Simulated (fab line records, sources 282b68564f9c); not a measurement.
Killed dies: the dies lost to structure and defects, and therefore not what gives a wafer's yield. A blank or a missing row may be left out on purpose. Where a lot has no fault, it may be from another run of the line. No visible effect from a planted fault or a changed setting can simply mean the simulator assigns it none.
One fault through the eyes of 2 desks	flow rit-cmos	what lay behind the numbers comes last; until then each desk has only its own

## DESK OF THE TOOL OWNER: plasma-asher-02
The tool's own readings at RIT_NWELL_STRIP_09 (strips in O2, time 180 s): means of the sampled wafers that have a number, for each lot that ran on this tool. The brackets show how far a lot's mean lies from the usual mean; more than 4 standard deviations puts the lot out of limits, marked OUT.
Columns: A = drypump-motor-current-A at RIT_NWELL_STRIP_09, usual 5.7 A; B = rf-refl-power-W at RIT_NWELL_STRIP_09, usual 5.9 W; C = run-length-s at RIT_NWELL_STRIP_09, usual 208.3 s
lot	first seen here	A	B	C
L394	day 1 21:24	5.5	5.3	208.2
L397	day 2 11:49	5.5	5.2	208.1
L399	day 2 23:40	5.9	5.3	208.1
L402	day 3 12:43	5.5	5.2	208.2
L409	day 5 01:46	5.5	5.2	72.3 (-99 or more) OUT
This desk's verdict: out of limits on L409, starting with L409 at day 5 01:46 (run-length-s at RIT_NWELL_STRIP_09). In limits: L394, L397, L399, L402.

## THE METROLOGY DESK
What the gauges read, lot by lot, whatever tool the lot ran on: means of the sampled wafers that have a number. The brackets show how far a lot's mean lies from the usual mean; more than 4 standard deviations puts the lot out of limits, marked OUT.
Columns: A = INCOMING_BOW at RIT_ACTIVE_BOW_MEAS_00, usual 0 um; B = PRETRO_OVL at RIT_PRETRO_OVL_MEAS_06, usual 0.5 nm
lot	first seen here	A	B
L394	day 1 10:02	-2	1.9
L395	day 1 15:00	2	1.1
L397	day 2 01:00	-0	1.7
L399	day 2 11:00	5	-0.8
L402	day 3 02:00	8	-1.1
L403	day 3 07:00	3	-0.7
L404	day 3 12:01	8	1.1
L405	day 3 17:01	2	0.7
L406	day 3 22:00	-6	0.3
L407	day 4 03:01	-5	-0.9
L409	day 4 13:02	-7	-
L410	day 4 18:01	-8	0.9
L415	day 5 19:01	4	1.1
Finding of this desk: none of the 13 lots has anything out of limits.

## BROUGHT TOGETHER
The tool owner's desk had the chance to raise an alarm at day 5 01:46 on L409.
Metrology desk: nothing out of limits seen.
The metrology desk holds a record of L409, inside its limits.
All the named lots went through RIT_NWELL_STRIP_09 on plasma-asher-02.

## WHAT THE SIMULATOR PUT IN
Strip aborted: plasma-asher-02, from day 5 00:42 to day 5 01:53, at RIT_NWELL_STRIP_09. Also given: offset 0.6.
Struck lots among those shown: L409.
Hours from the fault's start to each desk's first reading out of limits: the tool owner's desk, 1.
